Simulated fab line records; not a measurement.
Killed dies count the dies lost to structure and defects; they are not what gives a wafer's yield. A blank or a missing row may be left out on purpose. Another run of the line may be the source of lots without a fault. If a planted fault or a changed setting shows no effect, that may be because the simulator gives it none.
Which of the tools did it? / flow rit-cmos / Sampling: 14 lots, 42 wafers, 2 of 202 route steps

== WHAT EACH GAUGE READ, for each wafer ==
RIT_ACTIVE_THK_MEAS_02. Usual: for ACTIVE_OXIDE_THK the level is 46.9 nm and the standard deviation is 0.71.
lot=L482; measured=day 1 17:04; on=film-metro-03; ACTIVE_OXIDE_THK (nm)=45.4 47.0 46.8; flag=
lot=L485; measured=day 2 08:04; on=film-metro-03; ACTIVE_OXIDE_THK (nm)=47.0 45.8 47.1; flag=
lot=L486; measured=day 2 13:04; on=film-metro-02; ACTIVE_OXIDE_THK (nm)=45.4 45.8 46.2; flag=
lot=L487; measured=day 2 18:03; on=film-metro-02; ACTIVE_OXIDE_THK (nm)=46.9 46.8 46.5; flag=
lot=L488; measured=day 2 23:04; on=film-metro-02; ACTIVE_OXIDE_THK (nm)=46.4 46.4 45.7; flag=
lot=L489; measured=day 3 04:04; on=film-metro-03; ACTIVE_OXIDE_THK (nm)=46.7 46.6 46.4; flag=
lot=L491; measured=day 3 14:04; on=film-metro-03; ACTIVE_OXIDE_THK (nm)=46.6 46.0 46.1; flag=
lot=L492; measured=day 3 19:03; on=film-metro-02; ACTIVE_OXIDE_THK (nm)=47.4 47.4 46.7; flag=
lot=L493; measured=day 4 00:04; on=film-metro-02; ACTIVE_OXIDE_THK (nm)=47.0 47.2 48.3; flag=
lot=L494; measured=day 4 05:04; on=film-metro-03; ACTIVE_OXIDE_THK (nm)=47.3 46.8 47.1; flag=
lot=L498; measured=day 5 01:03; on=film-metro-02; ACTIVE_OXIDE_THK (nm)=60.1 59.0 59.8; flag=OFF
lot=L500; measured=day 5 11:07; on=film-metro-01; ACTIVE_OXIDE_THK (nm)=58.7 59.2 59.3; flag=OFF
lot=L502; measured=day 5 21:04; on=film-metro-03; ACTIVE_OXIDE_THK (nm)=46.8 47.1 47.5; flag=
lot=L503; measured=day 6 02:03; on=film-metro-03; ACTIVE_OXIDE_THK (nm)=46.6 47.5 45.9; flag=

== TOOL THAT RAN EACH LOT (tool first, then ch and the chambers of the sampled wafers, then the start) ==
lot=L482; RIT_ACTIVE_OXIDATION_01=furnace-03 ch 0, day 1 15:07
lot=L485; RIT_ACTIVE_OXIDATION_01=furnace-02 ch 0, day 2 06:07
lot=L486; RIT_ACTIVE_OXIDATION_01=furnace-04 ch 0, day 2 11:07
lot=L487; RIT_ACTIVE_OXIDATION_01=furnace-04 ch 0, day 2 16:07
lot=L488; RIT_ACTIVE_OXIDATION_01=furnace-04 ch 0, day 2 21:07
lot=L489; RIT_ACTIVE_OXIDATION_01=furnace-03 ch 0, day 3 02:07
lot=L491; RIT_ACTIVE_OXIDATION_01=furnace-04 ch 0, day 3 12:07
lot=L492; RIT_ACTIVE_OXIDATION_01=furnace-03 ch 0, day 3 17:07
lot=L493; RIT_ACTIVE_OXIDATION_01=furnace-04 ch 0, day 3 22:07
lot=L494; RIT_ACTIVE_OXIDATION_01=furnace-04 ch 0, day 4 03:07
lot=L498; RIT_ACTIVE_OXIDATION_01=furnace-03 ch 0, day 4 23:07
lot=L500; RIT_ACTIVE_OXIDATION_01=furnace-03 ch 0, day 5 09:11
lot=L502; RIT_ACTIVE_OXIDATION_01=furnace-04 ch 0, day 5 19:07
lot=L503; RIT_ACTIVE_OXIDATION_01=furnace-04 ch 0, day 6 00:07
- RIT_ACTIVE_OXIDATION_01: target thk 46.8 nm, ox time 3360 s.

== AS READ BY THE TOOLS THEMSELVES (means over the sampled wafers that have a number; for cases with no such wafer, the mark the record gives instead) ==
RIT_ACTIVE_OXIDATION_01. Usual: spike-tc-centre-C 1002.3 C, standard deviation 1.2; spike-tc-load-C 1027.3 C, standard deviation 1.5; spike-tc-source-C 1025 C, standard deviation 4.2; tube-center-temp-C 1000 C, standard deviation 0.094; tube_center_temp_C_max 1002.6, standard deviation 0.42; zone-power-source-pct 34 %, standard deviation 3.4.
lot=L482; tool=furnace-03; spike-tc-centre-C (C)=1003.6; spike-tc-load-C (C)=1027.3; spike-tc-source-C (C)=1028; tube-center-temp-C (C)=1000; tube_center_temp_C_max=1002.4; zone-power-source-pct (%)=30; flag=
lot=L485; tool=furnace-02; spike-tc-centre-C (C)=1001.1; spike-tc-load-C (C)=1024.2; spike-tc-source-C (C)=1032; tube-center-temp-C (C)=1000; tube_center_temp_C_max=1002.3; zone-power-source-pct (%)=32; flag=
lot=L486; tool=furnace-04; spike-tc-centre-C (C)=1002.3; spike-tc-load-C (C)=1028.8; spike-tc-source-C (C)=1023; tube-center-temp-C (C)=1000; tube_center_temp_C_max=1002.8; zone-power-source-pct (%)=37; flag=
lot=L487; tool=furnace-04; spike-tc-centre-C (C)=1001.5; spike-tc-load-C (C)=1028.5; spike-tc-source-C (C)=1022; tube-center-temp-C (C)=1000; tube_center_temp_C_max=1002.6; zone-power-source-pct (%)=37; flag=
lot=L488; tool=furnace-04; spike-tc-centre-C (C)=1002.0; spike-tc-load-C (C)=1026.9; spike-tc-source-C (C)=1021; tube-center-temp-C (C)=1000; tube_center_temp_C_max=1002.8; zone-power-source-pct (%)=38; flag=
lot=L489; tool=furnace-03; spike-tc-centre-C (C)=1004.1; spike-tc-load-C (C)=1025.8; spike-tc-source-C (C)=1029; tube-center-temp-C (C)=1000; tube_center_temp_C_max=1002.6; zone-power-source-pct (%)=30; flag=
lot=L491; tool=furnace-04; spike-tc-centre-C (C)=1002.3; spike-tc-load-C (C)=1028.3; spike-tc-source-C (C)=1021; tube-center-temp-C (C)=1000; tube_center_temp_C_max=1002.3; zone-power-source-pct (%)=37; flag=
lot=L492; tool=furnace-03; spike-tc-centre-C (C)=1003.5; spike-tc-load-C (C)=1027.2; spike-tc-source-C (C)=1029; tube-center-temp-C (C)=1000; tube_center_temp_C_max=1002.8; zone-power-source-pct (%)=30; flag=
lot=L493; tool=furnace-04; spike-tc-centre-C (C)=1001.8; spike-tc-load-C (C)=1027.3; spike-tc-source-C (C)=1021; tube-center-temp-C (C)=1000; tube_center_temp_C_max=1002.4; zone-power-source-pct (%)=37; flag=
lot=L494; tool=furnace-04; spike-tc-centre-C (C)=1000.6; spike-tc-load-C (C)=1026.8; spike-tc-source-C (C)=1022; tube-center-temp-C (C)=1000; tube_center_temp_C_max=1002.6; zone-power-source-pct (%)=37; flag=
lot=L498; tool=furnace-03; spike-tc-centre-C (C)=1026.4; spike-tc-load-C (C)=1051.6; spike-tc-source-C (C)=1051; tube-center-temp-C (C)=1023; tube_center_temp_C_max=1025.1; zone-power-source-pct (%)=32; flag=OFF
lot=L500; tool=furnace-03; spike-tc-centre-C (C)=1025.4; spike-tc-load-C (C)=1048.9; spike-tc-source-C (C)=1051; tube-center-temp-C (C)=1023; tube_center_temp_C_max=1025.2; zone-power-source-pct (%)=32; flag=OFF
lot=L502; tool=furnace-04; spike-tc-centre-C (C)=1001.5; spike-tc-load-C (C)=1027.6; spike-tc-source-C (C)=1021; tube-center-temp-C (C)=1000; tube_center_temp_C_max=1002.5; zone-power-source-pct (%)=37; flag=
lot=L503; tool=furnace-04; spike-tc-centre-C (C)=1002.0; spike-tc-load-C (C)=1027.5; spike-tc-source-C (C)=1022; tube-center-temp-C (C)=1000; tube_center_temp_C_max=1002.6; zone-power-source-pct (%)=37; flag=

== THE ANSWER, worked out from the rows above alone ==
Rule: a lot is off if the mean of its wafers that have a number lies more than 3 standard deviations from the usual mean. Also off: a lot with no number at a reading for which 4 or more lots have one. The other lots that the step has rows for count as sound. First the gauges in route order, then the tools' own readings, where a lot's mean is used as printed above. The first step at which some lot is off is used, and at that step the reading that is off furthest; a lot without a number counts as furthest.
Off: at RIT_ACTIVE_THK_MEAS_02 (ACTIVE_OXIDE_THK), L498, L500.
A tool fits if, at a process step before that reading, it ran every lot that is off, and no sound lot after the first of them. The gauges at RIT_ACTIVE_THK_MEAS_02 aren't tried: what is off there is off at RIT_ACTIVE_OXIDATION_01 too, on other tools, and a gauge's error can't cause that. One candidate fits, namely furnace-03 at RIT_ACTIVE_OXIDATION_01. Its last sound lot is L492 (day 3 17:07), its first lot that is off L498 (day 4 23:07): a fault that began between those two fits.
The tool's own readings at RIT_ACTIVE_OXIDATION_01 bear it out: on the lots that are off they differ by more than 5 times the standard deviation of the sound lots' means. spike-tc-centre-C reads 1025.9 C there against 1002.2 C on the sound lots; spike-tc-load-C reads 1050.2 C there against 1027.2 C on the sound lots; spike-tc-source-C reads 1051 C there against 1024 C on the sound lots; tube-center-temp-C reads 1023 C there against 1000 C on the sound lots; tube_center_temp_C_max reads 1025.2 there against 1002.6 on the sound lots.

== WHAT THE SIMULATOR HAD INSERTED ==
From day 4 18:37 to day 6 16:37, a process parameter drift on furnace-03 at RIT_ACTIVE_OXIDATION_01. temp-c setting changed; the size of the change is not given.
Shown lots that were struck: L498, L500. The rule above found the same.
